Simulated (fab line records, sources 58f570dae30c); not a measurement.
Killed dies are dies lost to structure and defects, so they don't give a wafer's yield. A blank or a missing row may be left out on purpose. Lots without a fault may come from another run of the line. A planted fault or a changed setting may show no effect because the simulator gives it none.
Tool commonality check | flow berkeley_cmos170 | 11 lots, 39 wafers sampled

WHY IT WAS OPENED
At UCB170_V2_CD_MEAS_12 the reading cd_nm is flagged on 2 of 11 lots. Wafers without a fault read 699.4 nm, standard deviation 1.2.
Rule: a lot is flagged when every wafer of it that has a number lies more than 4 standard deviations from that mean, or none has a number. The other lots count as sound.

lot  | measured     | on        | cd_nm (nm), wafer by wafer          | flag
L355 | day 9 06:11  | cd_sem-02 | 698.3 699.9 698.2                   |
L357 | day 9 09:52  | cd_sem-02 | 698.4 698.9 698.3                   |
L356 | day 9 12:57  | cd_sem-02 | 700.3 699.7 700.4                   |
L360 | day 9 23:59  | cd_sem-01 | 698.0 698.9 699.2                   |
L359 | day 10 00:53 | cd_sem-01 | 699.8 699.4 701.2                   |
L358 | day 10 02:44 | cd_sem-02 | 699.4 700.4 698.9                   |
L365 | day 11 08:30 | cd_sem-01 | 679.5 680.0 679.7 679.2 680.4 679.6 | FLAGGED
L367 | day 11 16:29 | cd_sem-01 | 685.7 682.8 683.5 685.6 683.3 684.0 | FLAGGED
L374 | day 12 19:28 | cd_sem-01 | 700.5 698.8 700.0                   |
L376 | day 13 04:08 | cd_sem-01 | 697.8 699.2 699.4                   |
L378 | day 13 15:48 | cd_sem-01 | 699.5 696.4 698.5                   |
The numbers of the flagged lots are 681.9 nm on average: -17.5 nm against the usual, or -15 standard deviations.

WHICH TOOL RAN EACH LOT
The record holds 3 process steps before the reading, out of a route of 331 steps. In each cell: the tool, then ch and the chambers that the sampled wafers went through, then the start.
lot  | flag    | UCB170_V1_CMP_02              | UCB170_M2_ETCH_17                  | UCB170_V2_PEB_10
L355 |         | cmp-02 ch 0,2,3, day 8 23:12  | rie_diel-01 ch 0,1,3, day 9 03:52  | litho_track-02 ch 0, day 9 05:55
L357 |         | cmp-02 ch 0,1, day 9 01:40    | rie_diel-02 ch 1,2,3, day 9 06:08  | litho_track-02 ch 0, day 9 09:35
L356 |         | cmp-01 ch 1,2,3, day 9 03:03  | rie_diel-01 ch 0,1,3, day 9 08:16  | litho_track-04 ch 0, day 9 12:20
L360 |         | cmp-01 ch 1,2, day 9 16:03    | rie_diel-02 ch 0,1,3, day 9 21:03  | litho_track-03 ch 0, day 9 23:44
L359 |         | cmp-02 ch 0,2,3, day 9 17:23  | rie_diel-01 ch 1,2,3, day 9 22:00  | litho_track-04 ch 0, day 10 00:37
L358 |         | cmp-01 ch 0,1,3, day 9 18:40  | rie_diel-04 ch 0,2, day 9 23:50    | litho_track-04 ch 0, day 10 02:28
L365 | FLAGGED | cmp-01 ch 0,1,3, day 10 19:53 | rie_diel-02 ch 0,2,3, day 11 05:11 | litho_track-02 ch 0, day 11 08:14
L367 | FLAGGED | cmp-02 ch 2,3, day 11 06:35   | rie_diel-01 ch 0,3, day 11 14:07   | litho_track-02 ch 0, day 11 16:13
L374 |         | cmp-02 ch 0,2,3, day 12 09:00 | rie_diel-02 ch 0,1,3, day 12 14:38 | litho_track-03 ch 0, day 12 19:13
L376 |         | cmp-02 ch 1,2,3, day 12 20:50 | rie_diel-01 ch 0,1,2, day 13 01:34 | litho_track-04 ch 0, day 13 03:53
L378 |         | cmp-02 ch 0,1,2, day 13 05:53 | rie_diel-04 ch 0,1,2, day 13 10:43 | litho_track-04 ch 0, day 13 15:00
What these steps do:
- UCB170_V1_CMP_02: polishes SiO2.
- UCB170_M2_ETCH_17: etches BARC in N2/H2.
- UCB170_V2_PEB_10
- UCB170_V2_CD_MEAS_12: target cd 700 nm.

FLAGGED OVER TOTAL, TOOL BY TOOL (the gauges that took the reading come last)
step                 | tool           | lots run | flagged | share of the flagged lots | sound lots run after its first flagged lot
UCB170_V1_CMP_02     | cmp-01         | 4        | 1       | some                      | 0
UCB170_V1_CMP_02     | cmp-02         | 7        | 1       | some                      | 3 (L374,L376,L378)
UCB170_M2_ETCH_17    | rie_diel-01    | 5        | 1       | some                      | 1 (L376)
UCB170_M2_ETCH_17    | rie_diel-02    | 4        | 1       | some                      | 1 (L374)
UCB170_M2_ETCH_17    | rie_diel-04    | 2        | 0       | none                      | -
UCB170_V2_PEB_10     | litho_track-02 | 4        | 2       | all                       | 0
UCB170_V2_PEB_10     | litho_track-03 | 2        | 0       | none                      | -
UCB170_V2_PEB_10     | litho_track-04 | 5        | 0       | none                      | -
UCB170_V2_CD_MEAS_12 | cd_sem-01      | 7        | 2       | all                       | 3 (L374,L376,L378)
UCB170_V2_CD_MEAS_12 | cd_sem-02      | 4        | 0       | none                      | -

WHAT THE TABLE ALLOWS
2 rows of the table ran every flagged lot: litho_track-02 at UCB170_V2_PEB_10, cd_sem-01 at UCB170_V2_CD_MEAS_12.
- litho_track-02 at UCB170_V2_PEB_10: 2 of its 4 lots flagged. Its last sound lot is L357 (day 9 09:35), its first flagged lot L365 (day 11 08:14): a fault that began between those two fits. Its own readings lie more than 4 standard deviations out on every wafer of the flagged lots: heater_power_total_W, plate_temp_C.
- cd_sem-01 at UCB170_V2_CD_MEAS_12: 2 of its 7 lots flagged. Sound lots ran on it after the first flagged one (L374, L376, L378), which a lasting fault on the whole tool wouldn't allow.
One tool is left: litho_track-02 at UCB170_V2_PEB_10.

WHAT THE SIMULATOR HAD PUT IN
Process parameter drift: litho_track-02, from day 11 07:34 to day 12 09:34, at UCB170_V2_PEB_10. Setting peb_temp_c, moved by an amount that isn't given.
Lots struck among those shown: L365, L367. The rule above found the same.
